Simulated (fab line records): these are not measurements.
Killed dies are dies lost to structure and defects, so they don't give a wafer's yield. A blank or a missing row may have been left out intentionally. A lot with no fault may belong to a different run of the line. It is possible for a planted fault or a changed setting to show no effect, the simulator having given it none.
2 desks, one fault / flow rit_cmos / each desk holds nothing but its own numbers, with what lay behind them at the end

THE METROLOGY DESK
What the gauges read, lot by lot, whatever tool the lot ran on: means of the sampled wafers that have a number. If a lot's mean is further than 4 standard deviations from the usual mean, the lot is out of limits and carries the mark OUT (the distance appears in the brackets).
Columns: A = ACTIVE_OXIDE_THK at RIT_ACTIVE_THK_MEAS_02, usual 47.1 nm; B = FOX1_OXIDE_THK at RIT_FOX1_THK_MEAS_01, usual 353 nm; C = PWELL_OVL at RIT_PWELL_OVL_MEAS_06, usual 1.3 nm; D = PRETRO_TW at RIT_PRETRO_TW_MEAS_10, usual 471
lot=L489; first seen here=day 1 12:04; A=46.2; B=353; C=-0.1; D=468
lot=L490; first seen here=day 1 17:29; A=46.6; B=354; C=-0.4; D=475
lot=L492; first seen here=day 2 03:03; A=47.0; B=353; C=2.5; D=474
lot=L493; first seen here=day 2 09:02; A=47.0; B=361; C=2.5; D=473
lot=L497; first seen here=day 3 04:47; A=46.6; B=344; C=-0.2; D=472
lot=L501; first seen here=day 4 00:03; A=47.5; B=352; C=1.7; D=469
lot=L502; first seen here=day 4 05:04; A=53.8 (+10) OUT; B=351; C=2.4; D=475
lot=L503; first seen here=day 4 11:55; A=54.3 (+11) OUT; B=357; C=3.0; D=475
lot=L506; first seen here=day 5 01:05; A=46.8; B=352; C=3.1; D=470
lot=L507; first seen here=day 5 08:43; A=47.4; B=359; C=-0.1; D=471
lot=L508; first seen here=day 5 11:46; A=47.6; B=351; C=-0.0; D=468
lot=L509; first seen here=day 5 16:32; A=46.9; B=360; C=1.1; D=469
lot=L510; first seen here=day 5 21:14; A=47.2; B=358; C=0.0; D=471
lot=L511; first seen here=day 6 03:53; A=47.4; B=350; C=2.8; D=468
Finding of this desk: L502, L503 out of limits, first seen on L502 at day 4 05:04 (ACTIVE_OXIDE_THK at RIT_ACTIVE_THK_MEAS_02). In limits: L489, L490, L492, L493, L497, L501, L506, L507, L508, L509, L510, L511.

FOR THE TOOL OWNER'S DESK: furnace-03
The tool's own readings at RIT_ACTIVE_OXIDATION_01 (target thk 46.8 nm, ox time 3360 s): means of the sampled wafers that have a number, for each lot that ran on this tool. If a lot's mean is further than 4 standard deviations from the usual mean, the lot is out of limits and carries the mark OUT (the distance appears in the brackets).
Columns: A = spike_tc_centre_C at RIT_ACTIVE_OXIDATION_01, usual 1002.9 C; B = spike_tc_source_C at RIT_ACTIVE_OXIDATION_01, usual 1024.2 C
lot=L497; first seen here=day 3 02:49; A=1002.9; B=1025.7
lot=L502; first seen here=day 4 03:07; A=1016.3 (+11) OUT; B=1039.5 (+7.6) OUT
lot=L503; first seen here=day 4 09:59; A=1016.1 (+11) OUT; B=1038.6 (+7.2) OUT
This desk's finding: out of limits on L502, L503; first on L502, day 4 03:07 (spike_tc_centre_C at RIT_ACTIVE_OXIDATION_01). In limits: L497.

TAKEN TOGETHER
The tool owner's desk had the chance to raise an alarm at day 4 03:07 on L502, L503.
L502, L503 would have let the metrology desk raise an alarm at day 4 05:04.
Of the lots named, all ran RIT_ACTIVE_OXIDATION_01 on furnace-03.

WHAT THE SIMULATOR HAD PUT IN
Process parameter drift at RIT_ACTIVE_OXIDATION_01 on furnace-03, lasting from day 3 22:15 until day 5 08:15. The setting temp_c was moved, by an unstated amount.
Lots struck among those shown: L502, L503.
Counting hours from when the fault started, the first reading out of limits came at 5 for the tool owner's desk and at 7 for the metrology desk.
